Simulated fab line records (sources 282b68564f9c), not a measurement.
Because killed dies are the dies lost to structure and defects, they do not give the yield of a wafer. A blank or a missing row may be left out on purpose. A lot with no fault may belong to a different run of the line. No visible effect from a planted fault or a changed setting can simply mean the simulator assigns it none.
A lot that was struck, set against a sound lot -- flow rit-cmos -- 33 steps out of a route of 202
Sound: these wafers, L618.1, L618.3, L618.4. The struck wafers were L623.1, L623.3, L623.5. Last of all comes the cause.
For every step that has rows: the tool of each side, followed by ch and its chambers, followed by its first start. Under that, the readings that differ: sound wafers -- struck wafers -- difference of the means -- sigmas: that difference in standard deviations of wafers without a fault.
alike: same words and numbers on both sides, and readings whose means sit less than 2 such deviations apart. not compared: any withheld reading, any reading some wafer has no value for, any bound like >300 that may hide the same value, and any number with overlapping values for which the record gives no deviation.
The two part at a step that has a row with sigmas, a row that says differs or no value, or rows on one side only. Numbers that have no deviation but don't overlap get no sigmas and don't part them. A reading missing from all wafers of one side parts the sides only when that side holds two or more wafers.

RIT_ACTIVE_BOW_MEAS_00:
  sound on film-metro-04, day 1 10:00; struck on film-metro-03, day 2 11:00
  alike: INCOMING_BOW
RIT_ACTIVE_OXIDATION_01: target thk 46.8 nm, ox time 3360 s.
  sound on furnace-04 ch 0, day 1 10:56; struck on furnace-04 ch 0, day 2 14:23
reading,sound,struck,difference,sigmas
model.SiO2_of_ACTIVE_OXIDATION_01.thk-nm (nm),47.14 47.35 46.81,34.06 34.31 34.78,-12.72,
RIT_ACTIVE_THK_MEAS_02:
  sound on film-metro-02, day 1 12:53; struck on film-metro-02, day 2 16:32
reading,sound,struck,difference,sigmas
ACTIVE_OXIDE_THK (nm),47.2 47.4 46.8,34.0 34.3 34.8,-12.8,-15
  not compared: hold
RIT_ACTIVE_THK_MEAS_04:
  sound on film-metro-04, day 1 14:21; struck on film-metro-03, day 3 04:28
  alike: ACTIVE_NITRIDE_THK
then, 6 steps without rows for these wafers: RIT_ACTIVE_HMDS_05 (prime time 60 s); RIT_ACTIVE_COAT_06 (resist thk 1000 nm); RIT_ACTIVE_SOFTBAKE_07 (time 60 s); RIT_ACTIVE_EXPOSE_08 (exposes mask M1, target cd 1400 nm); RIT_ACTIVE_PEB_09; RIT_ACTIVE_DEVELOP_10 (develop time 50 s).
RIT_ACTIVE_CD_MEAS_11: the cd target is 1400 nm.
  sound on cd-sem-01, day 1 15:23; struck on cd-sem-02, day 3 05:47
  alike: cd-nm
then, 1 step without rows for these wafers: RIT_ACTIVE_HARDBAKE_12 (time 60 s).
RIT_ACTIVE_ETCH_13: etches Si3N4 in SF6, stops on SiO2, time 210 s, target depth 210 nm.
  sound on rie-diel-02 ch 1,2,3, day 1 15:40; struck on rie-diel-02 ch 0,1,2, day 3 06:03
  alike: drypump-motor-current-A, oes-product-au, rf-fwd-power-W, throttle-valve-pct
  not compared: rf-hours-counter-h
RIT_ACTIVE_STRIP_14: strips in O2, time 180 s.
  sound on plasma-asher-04 ch 0,1, day 1 15:47; struck on plasma-asher-03 ch 0, day 3 08:00
  alike: drypump-motor-current-A, rf-refl-power-W
  not compared: rf-hours-counter-h
RIT_ACTIVE_CD_MEAS_90: the cd target is 1400 nm.
  sound on cd-sem-02, day 1 15:58; struck on cd-sem-01, day 3 08:11
  alike: cd-nm
then, 4 steps without rows for these wafers: RIT_ACTIVE_CLEAN_15 (cleans in SC1, time 575.9 s); RIT_ACTIVE_CLEAN_16 (cleans in dHF, time 30 s); RIT_ACTIVE_CLEAN_17 (cleans in SC2, time 600 s); RIT_FOX1_OXIDATION_00 (target thk 350.7 nm, ox time 1130 s).
RIT_FOX1_THK_MEAS_01:
  sound on film-metro-02, day 1 19:16; struck on film-metro-03, day 3 10:50
  alike: FOX1_OXIDE_THK
then, 2 steps without rows for these wafers: RIT_FOX1_WET_ETCH_02 (etches SiO2 in BOE, target depth 350 nm, time 390 s); RIT_FOX2_OXIDATION_00 (target thk 350.7 nm, ox time 1130 s).
RIT_FOX2_THK_MEAS_01:
  sound on film-metro-03, day 1 22:20; struck on film-metro-01, day 3 12:27
  alike: FOX2_OXIDE_THK
then, 1 step without rows for these wafers: RIT_FOX2_CLEAN_02 (cleans in dHF, time 180 s).
RIT_FOX2_WET_ETCH_03: etches Si3N4 in H3PO4, target depth 195 nm, time 2700 s.
  sound on wet-bench-02 ch 3, day 1 22:28; struck on wet-bench-02 ch 2, day 3 12:34
reading,sound,struck,difference,sigmas
model.SiO2_of_ACTIVE_OXIDATION_01.thk-nm (nm),40.8 42.03 41.57,29.15 29.38 30.85,-11.67,
  alike: temp-c
RIT_FOX2_THK_MEAS_90:
  sound on film-metro-03, day 1 23:13; struck on film-metro-03, day 3 13:19
  alike: FIELD_OXIDE_LEFT_1_THK
then, 4 steps without rows for these wafers: RIT_NWELL_HMDS_00 (prime time 60 s); RIT_NWELL_COAT_01 (resist thk 1300 nm); RIT_NWELL_SOFTBAKE_02 (time 60 s); RIT_NWELL_EXPOSE_03 (exposes mask M2, target cd 43900 nm).
RIT_REOX_OXIDATION_03: target thk 25.2 nm, ox time 5580 s.
  sound on furnace-01 ch 0, day 3 00:16; struck on furnace-04 ch 0, day 4 12:11
reading,sound,struck,difference,sigmas
model.SiO2_of_REOX_OXIDATION_03.thk-nm (nm),24.71 25.21 25.49,24.68 24.58 24.44,-0.57,
RIT_SPACER_CLEAN_00: cleans in SC1, time 600 s.
  sound on wet-bench-04 ch 2, day 3 05:53; struck on wet-bench-03 ch 1, day 4 18:01
reading,sound,struck,difference,sigmas
model.SiO2_of_REOX_OXIDATION_03.thk-nm (nm),22.78 23.24 23.49,22.77 22.69 22.56,-0.50,
  alike: temp-c
RIT_M1_PROBE_99:
  the record has rows for the struck wafers here (prober-01, day 5 07:03) and none for the sound ones

WHERE THEY PART
Last at RIT_M1_PROBE_99 as far as this record goes, first at RIT_ACTIVE_THK_MEAS_02.

WHY: whatever the simulator had introduced
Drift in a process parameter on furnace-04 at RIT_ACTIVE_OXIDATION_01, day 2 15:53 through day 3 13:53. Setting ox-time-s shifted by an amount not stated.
